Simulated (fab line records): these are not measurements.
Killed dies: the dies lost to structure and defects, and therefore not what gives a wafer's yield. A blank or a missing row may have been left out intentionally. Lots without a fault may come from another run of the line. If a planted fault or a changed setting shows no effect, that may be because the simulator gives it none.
Problem report in the 8D (eight disciplines) form, filled by code -- flow berkeleyCmos170 -- the parts of the form that need people (team, actions taken, sign-off) are left out

1. THE ISSUE
developerTempC at UCB170_PFIELD_DEVELOP_05 reads a mean of 23.15 C on 6 wafers of 2 lots; wafers without a fault read 21.02 C with a standard deviation of 0.11. That puts it +19 standard deviations away from the usual mean.
The step: develop time 45 s.
The first sign was on wafer L746.2 at day 6 20:00, on lithoTrack-03. The record holds 42 wafers of 14 lots with a number at this step. The rule behind "out" and "out of limits": a value lying over 4 standard deviations away from the usual mean. Any other wafer with a number is counted as sound.

2. WHAT THIS IS AND IS NOT
question,is,is not
which readings at this step,developerTempC,-
which lots,"L746, L751","L736, L738, L739, L740, L741, L742, L743, L748, L749, L750, L755, L756"
which wafers of those lots,all that have a number,-
read on which tools,lithoTrack-03,"lithoTrack-02, lithoTrack-04"
when,from day 6 20:00,"up to then (21 sound wafers); but 15 sound wafers of L748, L749, L750, L755, L756 came after"

3. SUSPECTS, AND WHAT RULES EACH OUT
Counting: a tool at any process step up to the reading remains a suspect when it ran all the lots that are out and ran no sound lot after the first of those.
- lithoTrack-03 at UCB170_PFIELD_DEVELOP_05 (develop time 45 s): kept. Every lot that is out went through it, starting with L746 (day 6 20:00), and after that it ran no sound lot; the last sound lot it ran before then is L742 (day 5 21:00). Its own readings are out on those wafers: developerTempC.
The count leaves lithoTrack-03 at UCB170_PFIELD_DEVELOP_05.

4. THE CAUSE (what the simulator had put in)
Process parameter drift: lithoTrack-03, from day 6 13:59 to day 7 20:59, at UCB170_PFIELD_DEVELOP_05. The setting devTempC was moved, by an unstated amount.
Only this tool survived the counting.

5. THE CHAIN OF EFFECTS, in route order
Each row: a reading where the mean over the struck wafers with a number is more than 3 standard deviations away from the usual. Scope: only readings with a usual standard deviation given in the record; hours: median across lots of the time from each lot's start at the first step in this table that gives one to its start at this step; sigmas: change in usual standard deviations.
hours,step,reading,usual,on struck wafers,change,sigmas
0,UCB170_PFIELD_DEVELOP_05,developerTempC,21.02 C,23.15,+2.13,+19
Its process steps:
- UCB170_PFIELD_DEVELOP_05: develop time 45 s.
At these later measuring or inspecting steps, every struck wafer for which the step has a row has a number for every such reading, and none has moved that far: UCB170_PFIELD_TW_MEAS_09.

6. WHAT WOULD HAVE CAUGHT IT SOONER
In this record no reading fell out of limits until day 6 20:00, 6 hours after the fault had begun at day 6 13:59.
